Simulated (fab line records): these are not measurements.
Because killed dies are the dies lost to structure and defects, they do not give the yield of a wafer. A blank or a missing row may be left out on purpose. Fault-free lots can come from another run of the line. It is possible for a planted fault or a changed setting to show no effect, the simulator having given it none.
A struck lot beside a sound one || flow ritCmos || 17 steps out of a route of 202
Sound: these wafers, L285.2, L285.3, L285.5. The struck wafers were L292.2, L292.5, L292.6. Last of all comes the cause.
At each step with rows: each side's tool, then ch and its chambers, then its first start. Under that, the readings that differ: sound wafers || struck wafers || difference of the means || sigmas: that difference in standard deviations of wafers without a fault.
alike: readings whose means differ by less than 2 such deviations, and words and numbers that are the same on both sides. not compared: withheld readings, readings that some wafer has no value for, bounds like >300 that may hide the same value, and numbers for which the record gives no deviation and whose values overlap.
The two part at a step that has a row with sigmas, a row that says differs or no value, or rows on one side only. When numbers do not overlap yet have no deviation, they are printed without sigmas and do not part them. A reading that every wafer of one side lacks parts them only if that side has two wafers or more.

first, 1 step without rows for these wafers: RIT_PRETRO_DEVELOP_05 (develop time 68 s).
RIT_PRETRO_OVL_MEAS_06:
  sound on overlay-02 at day 3 13:51; struck on overlay-02 at day 5 00:37
  alike: PRETRO_OVL
then, 2 steps without rows for these wafers: RIT_PRETRO_HARDBAKE_07 (time 120 s); RIT_PRETRO_IMPLANT_08.
RIT_PRETRO_STRIP_09: strips in O2, time 180 s.
  sound on plasmaAsher-01 ch 0,1, day 3 14:17; struck on plasmaAsher-03 ch 0,1, day 5 01:09
  alike: drypumpMotorCurrentA
  not compared: rfHoursCounterH
RIT_PRETRO_TW_MEAS_10:
  sound on filmMetro-01 at day 3 14:28; struck on filmMetro-02 at day 5 01:20
  alike: PRETRO_TW
then, 5 steps without rows for these wafers: RIT_GATE_WET_ETCH_00 (etches SiO2 in BOE, target depth 56 nm, time 60 s); RIT_GATE_CLEAN_01 (cleans in SC1, time 600 s); RIT_GATE_CLEAN_02 (cleans in dHF, time 30.91 s); RIT_GATE_CLEAN_03 (cleans in SC2, time 600 s); RIT_GATE_CLEAN_04 (cleans in dHF, time 60 s).
RIT_FOX2_THK_MEAS_91:
  sound on filmMetro-03 at day 3 15:00; struck on filmMetro-03 at day 5 01:49
  alike: FIELD_OXIDE_LEFT_2_THK
RIT_GATE_OXIDATION_05: target thk 3 nm, ox time 270 s.
  sound on furnace-01 ch 0, day 3 15:03; struck on furnace-03 ch 0, day 5 02:50
{"reading": "model.SiO2_of_GATE_OXIDATION_05.thkNm (nm)", "sound": "2.956 2.942 2.963", "struck": "3.432 3.44 3.498", "difference": "+0.503", "sigmas": ""}
  alike: oxTempC, spikeTcLoadC
then, 1 step without rows for these wafers: RIT_GATE_ANNEAL_06 (time 600 s).
RIT_GATE_THK_MEAS_07:
  sound on filmMetro-03 at day 3 16:23; struck on filmMetro-04 at day 5 04:34
{"reading": "GATE_OXIDE_THK (nm)", "sound": "2.98 3.00 2.93", "struck": "3.40 3.50 3.51", "difference": "+0.50", "sigmas": "+6"}
then, 1 step without rows for these wafers: RIT_GATE_CVD_08 (deposits poly-Si from SiH4, target thk 250 nm, time 2220 s).
RIT_M1_PROBE_99:
  sound on prober-01 at day 4 14:41; struck on prober-02 at day 6 03:13
{"reading": "model.etest.pmos_0p3.rOnOhmUm", "sound": "6272 6202 6208", "struck": "7313 7244 7436", "difference": "+1104", "sigmas": ""}
{"reading": "model.etest.pmosTurned.rOnOhmUm", "sound": "3408 3330 3362", "struck": "4184 4035 4170", "difference": "+763", "sigmas": ""}
{"reading": "model.etest.pmos_0p15.rOnOhmUm", "sound": "2758 2725 2757", "struck": "3367 3293 3344", "difference": "+588", "sigmas": ""}
{"reading": "model.etest.nmos_0p3.rOnOhmUm", "sound": "2176 2201 2206", "struck": "2438 2437 2474", "difference": "+255", "sigmas": ""}
{"reading": "model.etest.nmos_0p15.driveUaUm", "sound": "456.8 468.2 456.3", "struck": "389.7 393.6 385.2", "difference": -70.9, "sigmas": ""}
{"reading": "model.etest.nmosNarrow.driveUaUm", "sound": "217.7 222.2 219.9", "struck": "190.6 188.2 185.2", "difference": -31.9, "sigmas": ""}
{"reading": "model.etest.nmos_0p3.driveUaUm", "sound": "222.7 227.2 223.6", "struck": "187.2 187.1 182.2", "difference": -39.0, "sigmas": ""}
{"reading": "model.etest.pmos_0p15.driveUaUm", "sound": "255.5 266.4 261.1", "struck": "199.8 203.5 197.7", "difference": -60.7, "sigmas": ""}
  alike: killedAtContacts, killedAtFrontEnd, killedDies, killedOnRim, killedOpen, killedShort

## WHERE THEY PART
Only at RIT_GATE_THK_MEAS_07, as far as this record shows. Later steps at which nothing parts them and some readings are alike: RIT_M1_PROBE_99.

WHY: what had been put in by the simulator
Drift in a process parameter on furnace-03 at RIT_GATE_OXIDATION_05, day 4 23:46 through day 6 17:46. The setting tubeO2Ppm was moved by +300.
